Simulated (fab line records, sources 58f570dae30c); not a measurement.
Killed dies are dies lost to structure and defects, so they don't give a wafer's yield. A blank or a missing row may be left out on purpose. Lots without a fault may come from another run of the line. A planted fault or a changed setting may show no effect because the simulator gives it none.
One fault seen from 2 desks | flow berkeley_cmos170 | each desk has only its own numbers; what lay behind them comes last

THE METROLOGY DESK
What the gauges read, lot by lot, whatever tool the lot ran on: means of the sampled wafers that have a number. A lot is out of limits, marked OUT, if its mean lies more than 4 standard deviations from the usual mean; the brackets give that distance.
Columns: A = cd_nm at UCB170_ACTIVE_CD_MEAS_13, usual 1199.8 nm; B = NVT_OVL at UCB170_NVT_OVL_MEAS_06, usual 2 nm
lot  | first seen here | A      | B
L231 | day 4 15:00     | 1200.1 | 7
L232 | day 4 15:17     | 1197.9 | 0
L233 | day 5 05:27     | 1199.6 | 4
L234 | day 5 15:28     | 1199.0 | 6
L239 | day 6 14:43     | 1200.4 | 1
L240 | day 6 20:40     | 1201.5 | 7
L241 | day 7 00:52     | 1200.2 | 6
L245 | day 8 02:54     | 1199.6 | -4
L247 | day 8 06:14     | 1199.5 | 12
L250 | day 8 23:11     | 1200.0 | 8
L251 | day 9 09:14     | 1202.0 | 5
L252 | day 9 09:28     | 1199.8 | 1
L254 | day 9 18:27     | 1199.7 | -6
L253 | day 9 18:40     | 1200.2 | -0
This desk's finding: nothing out of limits on any of the 14 lots.

THE TOOL OWNER'S DESK: litho_track-04
The tool's own readings at UCB170_PLDD_COAT_01 (resist thk 900 nm): means of the sampled wafers that have a number, for each lot that ran on this tool. A lot is out of limits, marked OUT, if its mean lies more than 4 standard deviations from the usual mean; the brackets give that distance.
Columns: A = spin_speed_rpm at UCB170_PLDD_COAT_01, usual 1499.9 rpm
lot  | first seen here | A
L231 | day 6 22:12     | 1499.7
L234 | day 8 01:44     | 1500.5
L239 | day 8 17:48     | 1300.6 (-99 or more) OUT
L241 | day 9 08:12     | 1301.1 (-99 or more) OUT
L251 | day 12 05:24    | 1499.8
L254 | day 12 14:23    | 1499.3
L253 | day 12 14:49    | 1500.1
This desk's finding: out of limits on L239, L241; first on L239, day 8 17:48 (spin_speed_rpm at UCB170_PLDD_COAT_01). In limits: L231, L234, L251, L254, L253.

PUT TOGETHER
The tool owner's desk could have raised an alarm at day 8 17:48, on L239, L241.
The metrology desk saw nothing out of limits.
The metrology desk has L239, L241 on record, within its limits.
Of the lots named, all ran UCB170_PLDD_COAT_01 on litho_track-04.

WHAT THE SIMULATOR HAD PUT IN
Process parameter drift: litho_track-04, from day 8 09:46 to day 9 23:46, at UCB170_PLDD_COAT_01. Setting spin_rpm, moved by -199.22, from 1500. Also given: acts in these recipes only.
Lots struck among those shown: L239, L241.
Hours from the fault's start to each desk's first reading out of limits: the tool owner's desk, 8.
